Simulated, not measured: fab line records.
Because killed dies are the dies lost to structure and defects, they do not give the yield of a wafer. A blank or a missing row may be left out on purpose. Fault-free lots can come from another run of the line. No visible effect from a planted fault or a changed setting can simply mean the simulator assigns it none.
Problem report in the 8D (eight disciplines) form, filled by code + flow rit_cmos + the parts of the form that need people (team, actions taken, sign-off) are left out

== 1. WHAT WENT WRONG ==
At RIT_CONTACT_DEVELOP_07, developer_temp_C averages 22.34 C over 6 wafers from 2 lots, while fault-free wafers read 23.00 C, standard deviation 0.11. Measured from the usual mean, that is -6.0 standard deviations.
The step: develop time 120 s.
Earliest sighting: wafer L876.2 on litho_track-02 at day 6 07:00. The record has a number at this step for 42 wafers belonging to 14 lots. By rule, "out" or "out of limits" means more than 4 standard deviations away from the usual mean. Any other wafer with a number is counted as sound.

== 2. WHAT IT IS AND WHAT IT IS NOT ==
| question                    | is                     | is not                                                                                 |
|-----------------------------|------------------------|----------------------------------------------------------------------------------------|
| which readings at this step | developer_temp_C       | -                                                                                      |
| which lots                  | L876, L879             | L863, L864, L865, L867, L869, L870, L871, L873, L878, L882, L883, L885                 |
| which wafers of those lots  | all that have a number | -                                                                                      |
| read on which tools         | litho_track-02         | litho_track-03, litho_track-04                                                         |
| when                        | from day 6 07:00       | up to then (24 sound wafers); but 12 sound wafers of L878, L882, L883, L885 came after |

== 3. WHAT RULES OUT EACH SUSPECT ==
Counting: any tool at a process step up to the reading is kept as a suspect provided that every lot that is out went through it and no sound lot did after the first of them.
- litho_track-02 at RIT_CONTACT_DEVELOP_07 (develop time 120 s): kept. It ran every lot that is out, first L876 (day 6 07:00), and no sound lot after that; its last sound lot up to then is L871 (day 5 05:00). On those wafers its own readings are out: developer_temp_C.
Remaining after the count: litho_track-02 at RIT_CONTACT_DEVELOP_07.

== 4. THE CAUSE (what the simulator had put in) ==
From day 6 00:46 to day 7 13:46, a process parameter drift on litho_track-02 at RIT_CONTACT_DEVELOP_07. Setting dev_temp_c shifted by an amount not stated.
Only this tool survived the counting.

== 5. THE EFFECT CHAIN, in route order ==
Rows list readings where the struck wafers' mean (over those with a number) sits beyond 3 standard deviations from the usual. Readings are gone through only where the record gives a usual standard deviation; hours: the median, over the lots, of the time from a lot's start at the first step in this table giving one to that lot's start at this step; sigmas: the change measured in usual standard deviations.
| hours | step                   | reading          | usual   | on struck wafers | change | sigmas |
|-------|------------------------|------------------|---------|------------------|--------|--------|
| 0     | RIT_CONTACT_DEVELOP_07 | developer_temp_C | 23.00 C | 22.34            | -0.66  | -6.0   |
Its process steps:
- RIT_CONTACT_DEVELOP_07: develop time 120 s.

== 6. WHAT WOULD HAVE CAUGHT IT SOONER ==
First out-of-limits reading in this record: day 6 07:00, which is 6 hours after fault onset at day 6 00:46.
